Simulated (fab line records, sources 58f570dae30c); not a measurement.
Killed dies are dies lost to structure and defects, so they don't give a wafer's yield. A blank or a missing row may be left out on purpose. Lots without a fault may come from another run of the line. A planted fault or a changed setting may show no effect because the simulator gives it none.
Which tool did it? | flow berkeley_cmos170 | 7 lots, 21 wafers sampled, at 2 steps of a route of 331

WHAT THE GAUGES READ, wafer by wafer
UCB170_GATE_THK_MEAS_05.
lot  | measured     | on            | GATE_POLY_THK (nm)
L768 | day 6 05:43  | film_metro-04 | 214.5 215.0 213.1
L771 | day 6 21:58  | film_metro-03 | 213.0 212.3 213.4
L773 | day 7 07:46  | film_metro-04 | 213.6 214.4 215.2
L777 | day 8 02:58  | film_metro-01 | 192.5 191.5 193.1
L778 | day 8 18:34  | film_metro-04 | 215.0 214.2 214.1
L786 | day 9 12:20  | film_metro-03 | 210.1 213.3 211.3
L790 | day 10 23:06 | film_metro-04 | 214.5 214.7 214.6

WHICH TOOL RAN EACH LOT (tool, then ch and the chambers of the sampled wafers, then the start)
lot  | UCB170_GATE_CVD_04
L768 | lpcvd-01 ch 1, day 6 04:19
L771 | lpcvd-02 ch 1, day 6 20:33
L773 | lpcvd-02 ch 1, day 7 06:20
L777 | lpcvd-02 ch 0, day 8 01:34
L778 | lpcvd-01 ch 0, day 8 17:10
L786 | lpcvd-01 ch 0, day 9 10:56
L790 | lpcvd-01 ch 1, day 10 21:42
- UCB170_GATE_CVD_04: deposits poly-Si from SiH4, time 1440 s, target thk 214 nm.

THE ANSWER, worked out from the rows above alone
Rule: what is usual is taken from the lots themselves. Put in order of their means at a reading, lots are off if they are a third of the lots or fewer, leave a main group of 4 or more, and stand apart from it by a gap of 3 or more times the standard deviation of the main group's means; of several such gaps the widest counts. A main group whose means are all the same, to the digits that the tables above print for the reading, isn't used. A lot without any number at a reading at which 4 lots or more have one is off too. The other lots that the step has rows for count as sound.
Off: L777, at UCB170_GATE_THK_MEAS_05 (GATE_POLY_THK). The main group: mean 213.7 nm, standard deviation 1.1.
A tool fits if, at a process step before that reading, it ran every lot that is off, and no sound lot after the first of them. The gauges at UCB170_GATE_THK_MEAS_05 are tried like those tools. Can't be told from this: 2 tools fit, lpcvd-02 at UCB170_GATE_CVD_04, film_metro-01 at UCB170_GATE_THK_MEAS_05.

WHAT THE SIMULATOR HAD PUT IN
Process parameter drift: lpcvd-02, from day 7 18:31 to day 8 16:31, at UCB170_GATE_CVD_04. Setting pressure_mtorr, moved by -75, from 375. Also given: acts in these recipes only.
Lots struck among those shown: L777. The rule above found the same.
